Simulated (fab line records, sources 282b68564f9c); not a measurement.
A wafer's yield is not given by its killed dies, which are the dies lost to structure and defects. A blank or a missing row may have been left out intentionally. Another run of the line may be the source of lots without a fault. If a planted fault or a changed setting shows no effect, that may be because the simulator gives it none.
Struck lot and sound lot, side by side ; flow ritCmos ; 14 steps out of a route of 202
Sound: wafers L480.2, L480.4, L480.6. Wafers L485.3, L485.5, L485.6 were the ones struck. The cause is given at the end.
At each step with rows: each side's tool, then ch and its chambers, then its first start. Under that, the readings that differ: sound wafers ; struck wafers ; difference of the means ; sigmas: that difference in standard deviations of wafers without a fault.
alike: readings whose means differ by less than 2 such deviations, and words and numbers that are the same on both sides. not compared: withheld readings, readings that some wafer has no value for, bounds like >300 that may hide the same value, and numbers for which the record gives no deviation and whose values overlap.
A row with sigmas, a row that says differs or no value, or rows on one side alone: a step with any of these is where the two part. Numbers that have no deviation but don't overlap get no sigmas and don't part them. A reading missing from all wafers of one side parts the sides only when that side holds two or more wafers.

first, 1 step without rows for these wafers: RIT_GATE_HARDBAKE_18 (time 60 s).
RIT_GATE_ETCH_19: etches poly-Si in SF6/CHF3/O2, stops on SiO2, time 165 s, target depth 312.5 nm.
  sound on rieSi-01 ch 1,2,3, day 3 20:32; struck on rieSi-02 ch 0,1,2, day 4 16:20
  alike: SF6_flow_sccm, chamberPressureMTorr, drypumpMotorCurrentA, oesProductAu, throttleValvePct
  not compared: rfHoursCounterH
RIT_GATE_STRIP_20: strips in O2, time 180 s.
  sound on plasmaAsher-04 ch 0,1, day 3 20:38; struck on plasmaAsher-01 ch 0,1, day 4 16:31
  alike: chamberPressureMTorr, drypumpMotorCurrentA, o2FlowSccm, rfReflPowerW
  not compared: rfHoursCounterH
RIT_GATE_CD_MEAS_90 targets a cd of 150 nm.
  sound: cdSem-02 at day 3 20:50; struck: cdSem-02 at day 4 16:40
reading;sound;struck;difference;sigmas
cdNm (nm);143.2 145.1 147.3;151.0 150.4 152.2;+6.0;+3
then, 4 steps without rows for these wafers: RIT_REOX_CLEAN_00 (cleans in SC1, time 600 s); RIT_REOX_CLEAN_01 (cleans in dHF, time 30 s); RIT_REOX_CLEAN_02 (cleans in SC2, time 600 s); RIT_REOX_OXIDATION_03 (target thk 25.2 nm, ox time 5580 s).
RIT_REOX_THK_MEAS_04:
  sound: filmMetro-02 at day 4 00:26; struck: filmMetro-03 at day 4 20:19
  alike: REOX_OXIDE_THK
then, 3 steps without rows for these wafers: RIT_NLDD_HMDS_00 (prime time 60 s); RIT_NLDD_COAT_01 (resist thk 1000 nm); RIT_NLDD_SOFTBAKE_02 (time 60 s).
RIT_NLDD_EXPOSE_03: exposes mask M7, target cd 40700 nm.
  sound on ilineStepper-01 ch 0, day 4 00:57; struck on ilineStepper-02 ch 0, day 4 20:51
reading;sound;struck;difference;sigmas
mask;M7#0 M7#0 M7#0;M7_R1#0 M7_R1#0 M7_R1#0;differs;
then, 1 step without rows for these wafers: RIT_NLDD_PEB_04.

## WHERE THEY PART
Earliest at RIT_GATE_CD_MEAS_90; latest, in this record, at RIT_NLDD_EXPOSE_03.

WHY: whatever the simulator had introduced
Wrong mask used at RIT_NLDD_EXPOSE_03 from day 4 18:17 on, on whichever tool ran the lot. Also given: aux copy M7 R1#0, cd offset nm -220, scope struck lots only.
